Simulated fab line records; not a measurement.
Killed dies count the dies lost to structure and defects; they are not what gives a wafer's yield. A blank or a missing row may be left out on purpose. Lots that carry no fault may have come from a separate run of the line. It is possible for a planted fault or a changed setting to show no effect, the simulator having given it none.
2 desks looking at one fault | flow berkeley cmos170 | numbers are kept per desk, each desk with only its own; the story behind them comes last

FOR THE TOOL OWNER'S DESK: implanter-03
The tool's own readings at UCB170_PVT_IMPLANT_07, given as means over the sampled wafers that have a number, one for each lot that went through this tool. Any lot whose mean is over 4 standard deviations away from the usual mean is out of limits and marked OUT; that distance is given in the brackets.
Columns: A = beam energy keV at UCB170_PVT_IMPLANT_07, usual 30.001; B = beam on s at UCB170_PVT_IMPLANT_07, usual 10.00 s; C = faraday current uA at UCB170_PVT_IMPLANT_07, usual 6.34
lot  | first seen here | A      | B              | C
L167 | day 5 20:50     | 30.010 | 9.95           | 6.38
L172 | day 7 02:09     | 29.992 | 10.20          | 6.23
L173 | day 7 13:20     | 29.996 | 10.05          | 6.32
L175 | day 8 03:21     | 29.988 | 10.19          | 6.23
L177 | day 8 11:03     | 30.013 | 10.01          | 6.34
L184 | day 9 18:24     | 29.997 | 7.85 (-10) OUT | 8.09 (+13) OUT
L186 | day 9 18:42     | 29.999 | 7.55 (-12) OUT | 8.38 (+16) OUT
L187 | day 10 02:27    | 30.003 | 7.72 (-11) OUT | 8.21 (+14) OUT
This desk's verdict: out of limits on L184, L186, L187, starting with L184 at day 9 18:24 (beam on s at UCB170_PVT_IMPLANT_07). L167, L172, L173, L175, L177: within limits.

METROLOGY DESK
What the gauges read, lot by lot, whatever tool the lot ran on: means of the sampled wafers that have a number. Any lot whose mean is over 4 standard deviations away from the usual mean is out of limits and marked OUT; that distance is given in the brackets.
Columns: A = ACTIVE_OVL at UCB170_ACTIVE_OVL_MEAS_14, usual -1 nm; B = PVT_TW at UCB170_PVT_TW_MEAS_09, usual 507.1
lot  | first seen here | A   | B
L165 | day 4 10:03     | -3  | 507.8
L167 | day 4 10:36     | -9  | 507.7
L166 | day 4 10:38     | -2  | 506.8
L168 | day 4 20:01     | -9  | 508.1
L170 | day 5 05:20     | -13 | 508.8
L172 | day 5 14:31     | 2   | 508.0
L173 | day 5 22:34     | 5   | 508.1
L175 | day 6 13:53     | 1   | 504.6
L177 | day 7 00:01     | 0   | 506.0
L182 | day 7 21:28     | 1   | 506.8
L186 | day 8 13:33     | -4  | 466.7 (-17) OUT
L184 | day 8 13:47     | -3  | 467.1 (-17) OUT
L183 | day 8 13:49     | -6  | 507.0
L187 | day 8 22:03     | 7   | 464.1 (-18) OUT
L188 | day 8 22:39     | -1  | 515.5
This desk's finding: out of limits on L184, L186, L187; first on L184, day 9 18:41 (PVT_TW at UCB170_PVT_TW_MEAS_09). L165, L167, L166, L168, L170, L172, L173, L175, L177, L182, L183, L188: within limits.

ALL TOGETHER
The tool owner's desk had the chance to raise an alarm at day 9 18:24 on L184, L186, L187.
Metrology desk: alarm possible at day 9 18:41 on L184, L186, L187.
All the named lots went through UCB170_PVT_IMPLANT_07 on implanter-03.

WHAT HAD BEEN PUT IN BY THE SIMULATOR
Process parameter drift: implanter-03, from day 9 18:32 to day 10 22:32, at UCB170_PVT_IMPLANT_07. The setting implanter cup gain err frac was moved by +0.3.
Shown lots that were struck: L184, L186, L187.
